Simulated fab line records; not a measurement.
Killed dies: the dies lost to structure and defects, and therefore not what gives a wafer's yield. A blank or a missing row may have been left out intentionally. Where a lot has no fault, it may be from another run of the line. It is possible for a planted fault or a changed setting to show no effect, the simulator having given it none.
A struck lot beside a sound one    flow rit cmos    17 out of 202 route steps
Sound: wafers L677.1, L677.5, L677.6. Wafers struck: L683.1, L683.4, L683.5. The cause is given at the end.
Order at every step that has rows: each side's tool, ch and its chambers, its first start. Under that, the readings that differ: sound wafers    struck wafers    difference of the means    sigmas: that difference in standard deviations of wafers without a fault.
alike: readings whose means differ by less than 2 such deviations, and words and numbers that are the same on both sides. not compared: withheld readings, readings that some wafer has no value for, bounds like >300 that may hide the same value, and numbers for which the record gives no deviation and whose values overlap.
A row with sigmas, a row that says differs or no value, or rows on one side alone: a step with any of these is where the two part. When numbers do not overlap yet have no deviation, they are printed without sigmas and do not part them. A reading missing from all wafers of one side parts the sides only when that side holds two or more wafers.

RIT_FOX2_THK_MEAS_01:
  sound: film metro-02 at day 2 11:55; struck: film metro-02 at day 3 16:10
  alike: FOX2_OXIDE_THK
then, 2 steps without rows for these wafers: RIT_FOX2_CLEAN_02 (cleans in dHF, time 180 s); RIT_FOX2_WET_ETCH_03 (etches Si3N4 in H3PO4, target depth 195 nm, time 2700 s).
RIT_FOX2_THK_MEAS_90:
  sound: film metro-03 at day 2 12:48; struck: film metro-02 at day 3 17:07
  alike: FIELD_OXIDE_LEFT_1_THK
then, 6 steps without rows for these wafers: RIT_NWELL_HMDS_00 (prime time 60 s); RIT_NWELL_COAT_01 (resist thk 1300 nm); RIT_NWELL_SOFTBAKE_02 (time 60 s); RIT_NWELL_EXPOSE_03 (exposes mask M2, target cd 43900 nm); RIT_NWELL_PEB_04; RIT_NWELL_DEVELOP_05 (develop time 68 s).
RIT_NWELL_OVL_MEAS_06:
  sound: overlay-01 at day 2 13:52; struck: overlay-02 at day 3 18:03
  alike: NWELL_OVL
then, 1 step without rows for these wafers: RIT_NWELL_HARDBAKE_07 (time 120 s).
RIT_NWELL_IMPLANT_08:
  sound on implanter-02 ch 0, day 2 14:09; struck on implanter-02 ch 0, day 3 18:20
reading                    sound                 struck                difference  sigmas
beam energy keV            170.11 170.11 170.06  139.33 139.30 139.32  -30.78      -99 or more
model.implant.rp nm (nm)   216.5 216.5 216.5     171.9 171.9 171.9     -44.6       
model.implant.drp nm (nm)  68.82 68.82 68.82     59.23 59.23 59.23     -9.59       
RIT_NWELL_STRIP_09: strips in O2, time 180 s.
  sound on plasma asher-01 ch 0,1, day 2 14:18; struck on plasma asher-02 ch 0,1, day 3 18:29
  alike: drypump motor current A
  not compared: rf hours counter h
RIT_NWELL_TW_MEAS_10:
  sound: film metro-03 at day 2 14:28; struck: film metro-03 at day 3 18:40
reading   sound           struck          difference  sigmas
NWELL_TW  2137 2154 2135  2055 2056 2053  -87         -5
then, 1 step without rows for these wafers: RIT_PWELL_HMDS_00 (prime time 60 s).
RIT_M1_PROBE_99:
  sound: prober-02 at day 4 03:14; struck: prober-02 at day 5 07:20
reading                                  sound                    struck                   difference  sigmas
model.etest.nwell pinched.rs ohm sq      340.5 339.4 339.1        355.6 353 351.6          +13.7       
model.etest.well edge right.line ohm um  182 183.7 182.8          187 187.7 188.2          +5          
model.etest.well edge left.line ohm um   183.9 183 182.4          187.8 189.8 187.2        +5.2        
model.etest.field p metal.vt v (V)       -28.45 -29.08 -29.21     -25.01 -25.52 -25.59     +3.54       
model.etest.field p.vt v (V)             -12.74 -12.7 -12.65      -11.19 -11.25 -11.28     +1.46       
model.etest.iso nwell nwell.bv v (V)     22.48 21.55 22.22        22.67 22.84 22.9         +0.72       
model.etest.pmos narrow.vt less v (V)    0.02427 0.02035 0.02153  0.02885 0.02766 0.03148  +0.00728    
  alike: killed at contacts, killed at front end, killed dies, killed open, killed short

## WHERE THEY PART
First at RIT_NWELL_IMPLANT_08; last, within this record, at RIT_NWELL_TW_MEAS_10. Later steps at which nothing parts them and some readings are alike: RIT_M1_PROBE_99.

WHY: what had been put in by the simulator
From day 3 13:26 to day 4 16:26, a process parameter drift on implanter-02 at RIT_NWELL_IMPLANT_08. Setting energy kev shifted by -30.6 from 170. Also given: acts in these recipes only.
